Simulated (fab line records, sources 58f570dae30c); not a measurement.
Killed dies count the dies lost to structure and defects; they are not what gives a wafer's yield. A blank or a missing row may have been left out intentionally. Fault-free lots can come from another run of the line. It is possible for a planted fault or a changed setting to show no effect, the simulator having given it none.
A lot that was struck, set against a sound lot :: flow berkeleyCmos170 :: 19 steps out of a route of 331
Sound: the wafers L766.2, L766.3, L766.5. The struck wafers were L763.4, L763.5, L763.6. Last of all comes the cause.
Per side, at each step with rows, come the tool, then ch with its chambers, and then its first start. Under that, the readings that differ: sound wafers :: struck wafers :: difference of the means :: sigmas: that difference in standard deviations of wafers without a fault.
alike: readings whose means differ by less than 2 such deviations, and words and numbers that are the same on both sides. not compared: withheld readings, readings that some wafer has no value for, bounds like >300 that may hide the same value, and numbers for which the record gives no deviation and whose values overlap.
A row with sigmas, a row that says differs or no value, or rows on one side alone: a step with any of these is where the two part. Numbers that have no deviation but don't overlap get no sigmas and don't part them. A reading missing from all wafers of one side parts the sides only when that side holds two or more wafers.

UCB170_PVT_STRIP_08: strips in O2.
  sound on plasmaAsher-03 ch 1, day 10 09:24; struck on plasmaAsher-01 ch 0,1, day 9 18:58
  alike: drypumpMotorCurrentA, oesProductAu, stripTimeToEndpointS
  not compared: rfHoursCounterH
UCB170_PVT_TW_MEAS_09:
  struck on filmMetro-03, day 9 19:04; sound on filmMetro-01, day 10 09:31
  alike: PVT_TW
then, 1 step without rows for these wafers: UCB170_GATE_WET_ETCH_00 (etches SiO2 in dHF, time 200 s).
UCB170_FIELD_THK_MEAS_91:
  struck on filmMetro-03, day 9 20:34; sound on filmMetro-04, day 10 09:40
reading: FIELD_OXIDE_LEFT_2_THK (nm)
sound: 372 372 373
struck: 344 348 343
difference: -27
sigmas: -3
then, 1 step without rows for these wafers: UCB170_GATE_OXIDATION_01 (target thk 6.6 nm, ox time 1800 s).
UCB170_GATE_THK_MEAS_02:
  struck on filmMetro-03, day 10 02:04; sound on filmMetro-04, day 10 16:46
  alike: GATE_OXIDE_THK
then, 2 steps without rows for these wafers: UCB170_GATE_ANNEAL_03 (time 1800 s); UCB170_GATE_CVD_04 (deposits poly-Si from SiH4, time 1440 s, target thk 214 nm).
UCB170_GATE_THK_MEAS_05:
  struck on filmMetro-04, day 10 12:01; sound on filmMetro-02, day 10 23:17
  alike: GATE_POLY_THK
then, 3 steps without rows for these wafers: UCB170_GATE_COAT_06; UCB170_GATE_COAT_07 (resist thk 900 nm); UCB170_GATE_SOFTBAKE_08 (time 59 s).
UCB170_GATE_EXPOSE_09: exposes mask POLY, target cd 350 nm.
  sound on krfScanner-02 ch 0, day 10 23:48; struck on krfScanner-01 ch 0, day 10 12:34
reading: model.GATE.overlayXNm (nm)
sound: -0.06938 -0.06938 -0.06938
struck: 44.23 44.23 44.23
difference: +44.30
sigmas: 
  alike: mask, focusOffsetNm
then, 2 steps without rows for these wafers: UCB170_GATE_PEB_10; UCB170_GATE_DEVELOP_11 (develop time 45 s).
UCB170_GATE_CD_MEAS_12 targets a cd of 350 nm.
  struck on cdSem-02, day 10 12:58; sound on cdSem-02, day 11 00:11
reading: cdNm (nm)
sound: 347.5 346.3 348.4
struck: 350.7 353.0 352.0
difference: +4.5
sigmas: +3
UCB170_GATE_OVL_MEAS_13:
  struck on overlay-02, day 10 13:02; sound on overlay-01, day 11 00:18
reading: GATE_OVL (nm)
sound: 2 -1 3
struck: 42 47 43
difference: +43
sigmas: +9
UCB170_GATE_ETCH_14: etches BARC in N2/H2.
  sound on rieDiel-02 ch 0,1, day 11 00:20; struck on rieDiel-01 ch 0,3, day 10 13:03
  alike: drypumpMotorCurrentA, oesProductAu, throttleValvePct
UCB170_M3_PROBE_99:
  the record has rows for the struck wafers here (prober-02, day 12 05:29) and none for the sound ones

WHERE THEY PART
Last at UCB170_M3_PROBE_99 as far as this record goes, first at UCB170_FIELD_THK_MEAS_91.

WHY: whatever the simulator had introduced
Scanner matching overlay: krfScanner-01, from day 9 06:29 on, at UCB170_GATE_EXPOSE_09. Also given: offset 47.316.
